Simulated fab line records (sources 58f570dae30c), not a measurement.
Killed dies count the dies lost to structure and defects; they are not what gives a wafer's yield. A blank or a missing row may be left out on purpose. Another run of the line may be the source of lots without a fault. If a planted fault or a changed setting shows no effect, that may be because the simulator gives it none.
Which of the tools did it? | flow berkeley-cmos170 | Sampling: 13 lots, 39 wafers, 4 of 331 route steps

== WHAT THE GAUGES SHOWED, per wafer ==
UCB170_START_THK_MEAS_03.
lot  | measured    | on            | START_OXIDE_THK (nm)
L439 | day 1 20:24 | film-metro-02 | 20.4 20.3 20.4
L440 | day 2 00:28 | film-metro-02 | 20.5 20.5 20.3
L441 | day 2 06:08 | film-metro-02 | 20.2 20.4 20.4
L443 | day 2 14:56 | film-metro-03 | 20.6 21.1 20.3
L444 | day 2 21:14 | film-metro-02 | 19.6 19.9 19.7
L447 | day 3 11:00 | film-metro-01 | 20.4 20.4 20.5
L446 | day 3 11:01 | film-metro-02 | 20.3 20.3 20.4
L448 | day 3 15:59 | film-metro-01 | 20.0 19.7 19.7
L449 | day 3 20:32 | film-metro-02 | 20.2 20.1 20.5
L450 | day 4 04:17 | film-metro-01 | 20.1 20.2 20.0
L451 | day 4 07:17 | film-metro-01 | 20.1 20.1 19.4
L454 | day 4 23:26 | film-metro-02 | 20.4 20.5 20.6
L456 | day 5 09:53 | film-metro-02 | 20.5 20.7 20.6

UCB170_GATE_CD_MEAS_12 targets a cd of 350 nm.
lot  | measured     | on        | cd-nm (nm)
L439 | day 7 03:02  | cd-sem-01 | 349.4 348.3 350.4
L440 | day 7 02:46  | cd-sem-02 | 348.1 347.3 348.5
L441 | day 7 03:18  | cd-sem-01 | 350.4 351.2 350.1
L443 | day 7 16:13  | cd-sem-01 | 349.1 350.2 350.6
L444 | day 7 15:30  | cd-sem-02 | 348.4 349.3 351.1
L447 | day 7 20:21  | cd-sem-01 | 350.7 350.1 350.4
L446 | day 7 20:12  | cd-sem-02 | 348.2 348.8 348.7
L448 | day 8 03:27  | cd-sem-02 | 350.7 351.9 351.3
L449 | day 8 22:07  | cd-sem-02 | 350.7 351.0 350.8
L450 | day 9 05:19  | cd-sem-02 | 348.3 350.7 350.2
L451 | day 9 05:03  | cd-sem-02 | 349.7 349.5 351.0
L454 | day 9 05:32  | cd-sem-01 | 281.2 279.5 280.6
L456 | day 10 03:43 | cd-sem-02 | 349.7 348.8 348.3

== WHAT TOOL EACH LOT RAN ON (gives the tool, then ch and the chambers of the sampled wafers, and finally the start) ==
lot  | UCB170_PVT_SOFTBAKE_02           | UCB170_GATE_EXPOSE_09
L439 | litho-track-04 ch 0, day 6 09:50 | krf-scanner-02 ch 0, day 7 02:27
L440 | litho-track-02 ch 0, day 6 10:02 | krf-scanner-02 ch 0, day 7 02:21
L441 | litho-track-03 ch 0, day 6 10:11 | krf-scanner-02 ch 0, day 7 02:34
L443 | litho-track-02 ch 0, day 7 03:05 | krf-scanner-01 ch 0, day 7 15:38
L444 | litho-track-03 ch 0, day 7 02:43 | krf-scanner-02 ch 0, day 7 15:07
L447 | litho-track-04 ch 0, day 7 08:58 | krf-scanner-02 ch 0, day 7 19:56
L446 | litho-track-02 ch 0, day 7 09:23 | krf-scanner-01 ch 0, day 7 19:43
L448 | litho-track-02 ch 0, day 7 18:33 | krf-scanner-01 ch 0, day 8 03:03
L449 | litho-track-02 ch 0, day 8 04:20 | krf-scanner-02 ch 0, day 8 21:31
L450 | litho-track-03 ch 0, day 8 14:55 | krf-scanner-02 ch 0, day 9 04:27
L451 | litho-track-04 ch 0, day 8 15:09 | krf-scanner-01 ch 0, day 9 04:12
L454 | litho-track-03 ch 0, day 8 14:28 | krf-scanner-02 ch 0, day 9 04:34
L456 | litho-track-02 ch 0, day 9 08:37 | krf-scanner-01 ch 0, day 10 03:19
- UCB170_PVT_SOFTBAKE_02: time 62.52 s.
- UCB170_GATE_EXPOSE_09: exposes mask POLY, target cd 350 nm.

== WHAT THE TOOLS THEMSELVES READ (means of the sampled wafers that have a number; where no wafer has one, the mark that the record gives instead) ==
UCB170_PVT_SOFTBAKE_02.
lot  | tool           | plate-sensor-t-centre-C (C) | plate-sensor-t-edge-C (C) | softbake-temp-c (C)
L439 | litho-track-04 | 131.42                      | 131.53                    | 130.16
L440 | litho-track-02 | 131.41                      | 131.54                    | 129.93
L441 | litho-track-03 | 131.42                      | 131.54                    | 129.96
L443 | litho-track-02 | 131.40                      | 131.54                    | 130.11
L444 | litho-track-03 | 131.41                      | 131.54                    | 129.96
L447 | litho-track-04 | 131.40                      | 131.54                    | 130.09
L446 | litho-track-02 | 131.41                      | 131.54                    | 129.88
L448 | litho-track-02 | 131.42                      | 131.53                    | 129.93
L449 | litho-track-02 | 131.41                      | 131.53                    | 129.73
L450 | litho-track-03 | 131.41                      | 131.53                    | 129.99
L451 | litho-track-04 | 131.40                      | 131.53                    | 130.16
L454 | litho-track-03 | 131.42                      | 131.53                    | 130.15
L456 | litho-track-02 | 131.41                      | 131.53                    | 129.88

== THE ANSWER, worked out from the rows above alone ==
Rule: what is usual is taken from the lots themselves. Put in order of their means at a reading, lots are off if they are a third of the lots or fewer, leave a main group of 4 or more, and stand apart from it by a gap of 3 or more times the standard deviation of the main group's means; of several such gaps the widest counts. Not used: any main group whose means are identical at the precision the tables above print for the reading. Also off: a lot with no number at a reading for which 4 or more lots have one. Any other lot the step has rows for is counted as sound. The gauges are gone through in route order, then the tools' own readings, and for those a lot's mean is taken as printed above. At the first step where some lot is off, the reading lying furthest off is the one used; lots without a number count as furthest.
Off: L454, at UCB170_GATE_CD_MEAS_12 (cd-nm). The main group: mean 349.8 nm, standard deviation 0.92.
If a tool, at a process step before that reading, ran all the lots that are off and no sound lot after the first of them, it fits. Those tools and the gauges at UCB170_GATE_CD_MEAS_12 are tried in the same way. 2 tools fit, krf-scanner-02 at UCB170_GATE_EXPOSE_09 and cd-sem-01 at UCB170_GATE_CD_MEAS_12, so this cannot tell which one it is.

== WHAT WAS PUT IN BY THE SIMULATOR ==
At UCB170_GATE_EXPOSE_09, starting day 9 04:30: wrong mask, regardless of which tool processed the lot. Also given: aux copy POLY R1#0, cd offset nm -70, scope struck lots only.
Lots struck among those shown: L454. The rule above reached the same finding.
